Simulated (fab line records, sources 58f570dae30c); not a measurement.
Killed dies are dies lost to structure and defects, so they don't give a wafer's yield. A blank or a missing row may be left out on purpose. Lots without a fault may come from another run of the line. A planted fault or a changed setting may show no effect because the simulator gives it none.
Which tool did it? | flow berkeley_cmos170 | 15 lots, 45 wafers sampled, at 4 steps of a route of 331

WHAT THE GAUGES READ, wafer by wafer
UCB170_V2_CD_MEAS_12: target cd 700 nm. Usual: cd_nm 700.5 nm, standard deviation 1.5.
lot  | measured     | on        | cd_nm (nm)        | flag
L409 | day 9 01:35  | cd_sem-01 | 698.4 699.6 698.0 |
L414 | day 10 05:52 | cd_sem-01 | 700.0 700.9 701.5 |
L415 | day 10 03:49 | cd_sem-02 | 700.8 702.0 701.7 |
L417 | day 10 13:14 | cd_sem-02 | 703.7 701.9 701.3 |
L416 | day 10 15:06 | cd_sem-01 | 698.8 699.7 698.4 |
L423 | day 12 08:46 | cd_sem-02 | 703.1 701.1 701.4 |
L424 | day 12 17:38 | cd_sem-01 | 697.3 698.7 696.7 |
L427 | day 12 22:07 | cd_sem-02 | 701.3 701.4 700.9 |
L428 | day 13 12:19 | cd_sem-02 | 701.6 701.6 702.4 |
L429 | day 13 12:13 | cd_sem-01 | 699.5 701.4 700.0 |
L430 | day 14 02:38 | cd_sem-01 | 699.8 701.2 700.6 |
L432 | day 14 08:11 | cd_sem-01 | 699.6 699.5 699.3 |

WHICH TOOL RAN EACH LOT (tool, then ch and the chambers of the sampled wafers, then the start)
lot  | UCB170_NWELL_ETCH_13              | UCB170_GATE_PEB_10                | UCB170_M1_ETCH_11
L409 | rie_diel-01 ch 1,2, day 2 14:19   | litho_track-02 ch 0, day 7 14:50  | rie_diel-01 ch 1,2,3, day 8 15:54
L414 | rie_diel-03 ch 0,1,2, day 3 12:02 | litho_track-03 ch 0, day 8 16:41  | rie_diel-03 ch 0,3, day 9 18:58
L415 | rie_diel-02 ch 0,2,3, day 3 12:16 | litho_track-02 ch 0, day 8 16:41  | rie_diel-01 ch 0,1,2, day 9 18:29
L417 | rie_diel-01 ch 0,1, day 4 06:04   | litho_track-03 ch 0, day 9 00:32  | rie_diel-03 ch 0,3, day 10 02:50
L416 | rie_diel-02 ch 1,3, day 4 06:20   | litho_track-03 ch 0, day 9 00:52  | rie_diel-01 ch 0,1, day 10 04:27
L418 | rie_diel-01 ch 2,3, day 4 11:25   | litho_track-03, day 9 17:49       | -
L420 | rie_diel-03 ch 0,2,3, day 4 17:30 | litho_track-01, day 9 17:58       | -
L419 | rie_diel-01 ch 0,2,3, day 4 17:47 | litho_track-01, day 9 17:41       | -
L423 | rie_diel-03 ch 0,2,3, day 5 09:52 | litho_track-01 ch 0, day 10 16:38 | rie_diel-03 ch 0,1,3, day 11 19:38
L424 | rie_diel-03 ch 0,3, day 5 20:04   | litho_track-01 ch 0, day 11 03:31 | rie_diel-03 ch 0,1,2, day 12 05:19
L427 | rie_diel-02 ch 0,2, day 6 15:53   | litho_track-03 ch 0, day 11 13:08 | rie_diel-01 ch 2,3, day 12 11:59
L428 | rie_diel-01 ch 0,3, day 6 23:44   | litho_track-02 ch 0, day 11 20:32 | rie_diel-01 ch 0,2, day 12 21:43
L429 | rie_diel-02 ch 0,2,3, day 7 00:01 | litho_track-01 ch 0, day 11 20:23 | rie_diel-04 ch 1,2,3, day 12 22:00
L430 | rie_diel-03 ch 1,2, day 7 08:12   | litho_track-03 ch 0, day 12 12:28 | rie_diel-01 ch 1,2, day 13 16:17
L432 | rie_diel-03 ch 1,2, day 7 19:12   | litho_track-02 ch 0, day 12 16:29 | rie_diel-04 ch 0,1,3, day 13 18:46
- UCB170_NWELL_ETCH_13: etches Si3N4 in CH3F/Ar/O2, stops on SiO2, target depth 246.4 nm, time 154 s.
- UCB170_GATE_PEB_10
- UCB170_M1_ETCH_11: etches BARC in N2/H2.

WHAT THE TOOLS THEMSELVES READ (means of the sampled wafers that have a number; where no wafer has one, the mark that the record gives instead)
UCB170_NWELL_ETCH_13. Usual: drypump_motor_current_A 5.7 A, standard deviation 0.46; oes_product_au 0.937 a.u., standard deviation 0.015; rf_fwd_power_W 447.9 W, standard deviation 1.3; throttle_valve_pct 8.01 %, standard deviation 0.11.
lot  | tool        | drypump_motor_current_A (A) | oes_product_au (a.u.) | rf_fwd_power_W (W) | throttle_valve_pct (%) | flag
L409 | rie_diel-01 | 5.3                         | 0.938                 | 449.6              | 8.00                   |
L414 | rie_diel-03 | 5.6                         | 0.926                 | 448.5              | 8.02                   |
L415 | rie_diel-02 | 5.8                         | 0.941                 | 447.1              | 8.03                   |
L417 | rie_diel-01 | 4.9                         | 0.944                 | 449.0              | 8.04                   |
L416 | rie_diel-02 | 5.8                         | 0.954                 | 447.6              | 7.97                   |
L418 | rie_diel-01 | 6.2                         | 0.930                 | 448.5              | 7.97                   |
L420 | rie_diel-03 | 5.7                         | 0.933                 | 447.9              | 7.98                   |
L419 | rie_diel-01 | 5.9                         | 0.935                 | 447.7              | 8.02                   |
L423 | rie_diel-03 | 5.7                         | 0.932                 | 447.1              | 7.97                   |
L424 | rie_diel-03 | 5.8                         | 0.951                 | 447.8              | 7.99                   |
L427 | rie_diel-02 | 5.6                         | 0.932                 | 447.5              | 8.13                   |
L428 | rie_diel-01 | 5.5                         | 0.938                 | 447.8              | 8.04                   |
L429 | rie_diel-02 | 5.8                         | 0.941                 | 447.4              | 8.04                   |
L430 | rie_diel-03 | 5.4                         | 0.923                 | 448.8              | 8.00                   |
L432 | rie_diel-03 | 5.5                         | 0.934                 | 448.2              | 7.99                   |

UCB170_GATE_PEB_10. Usual: chill_plate_temp_C 23.03 C, standard deviation 0.086; exhaust_pa 45.2 Pa, standard deviation 0.92.
lot  | tool           | chill_plate_temp_C (C) | exhaust_pa (Pa) | flag
L409 | litho_track-02 | 23.08                  | 44.6            |
L414 | litho_track-03 | 23.12                  | 44.1            |
L415 | litho_track-02 | 23.11                  | 45.4            |
L417 | litho_track-03 | 23.10                  | 44.7            |
L416 | litho_track-03 | 23.05                  | 45.0            |
L418 | litho_track-03 | -                      | -               | OFF
L420 | litho_track-01 | -                      | -               | OFF
L419 | litho_track-01 | -                      | -               | OFF
L423 | litho_track-01 | 23.09                  | 44.9            |
L424 | litho_track-01 | 23.06                  | 46.3            |
L427 | litho_track-03 | 23.06                  | 44.8            |
L428 | litho_track-02 | 22.97                  | 46.5            |
L429 | litho_track-01 | 22.96                  | 43.5            |
L430 | litho_track-03 | 22.91                  | 44.9            |
L432 | litho_track-02 | 23.09                  | 45.7            |

UCB170_M1_ETCH_11. Usual: drypump_motor_current_A 5.7 A, standard deviation 0.5; oes_product_au 0.996 a.u., standard deviation 0.017; rf_fwd_power_W 494.9 W, standard deviation 2.1; throttle_valve_pct 13.27 %, standard deviation 0.15.
lot  | tool        | drypump_motor_current_A (A) | oes_product_au (a.u.) | rf_fwd_power_W (W) | throttle_valve_pct (%) | flag
L409 | rie_diel-01 | 5.7                         | 0.996                 | 496.7              | 13.26                  |
L414 | rie_diel-03 | 6.0                         | 0.998                 | 493.4              | 13.26                  |
L415 | rie_diel-01 | 5.4                         | 0.981                 | 494.7              | 13.33                  |
L417 | rie_diel-03 | 5.8                         | 0.998                 | 494.6              | 13.23                  |
L416 | rie_diel-01 | 5.1                         | 0.988                 | 496.2              | 13.34                  |
L423 | rie_diel-03 | 5.8                         | 0.993                 | 495.7              | 13.29                  |
L424 | rie_diel-03 | 5.6                         | 0.991                 | 494.1              | 13.23                  |
L427 | rie_diel-01 | 6.2                         | 1.005                 | 495.3              | 13.30                  |
L428 | rie_diel-01 | 5.9                         | 0.994                 | 494.1              | 13.42                  |
L429 | rie_diel-04 | 5.7                         | 1.011                 | 494.0              | 13.19                  |
L430 | rie_diel-01 | 5.3                         | 0.991                 | 496.7              | 13.24                  |
L432 | rie_diel-04 | 5.4                         | 0.998                 | 493.7              | 13.23                  |

THE ANSWER, worked out from the rows above alone
Rule: a lot is off if the mean of its wafers that have a number lies more than 3 standard deviations from the usual mean. A lot without any number at a reading at which 4 lots or more have one is off too. The other lots that the step has rows for count as sound. The gauges are gone through in route order, then the tools' own readings, and for those a lot's mean is taken as printed above. The first step at which some lot is off is used, and at that step the reading that is off furthest; a lot without a number counts as furthest.
Off: L418, L420, L419, at UCB170_GATE_PEB_10 (chill_plate_temp_C). Without a number there: L418, L420, L419.
A tool fits if, at that step or a process step before it, it ran every lot that is off, and no sound lot after the first of them. None of those tried fits.

WHAT THE SIMULATOR HAD PUT IN
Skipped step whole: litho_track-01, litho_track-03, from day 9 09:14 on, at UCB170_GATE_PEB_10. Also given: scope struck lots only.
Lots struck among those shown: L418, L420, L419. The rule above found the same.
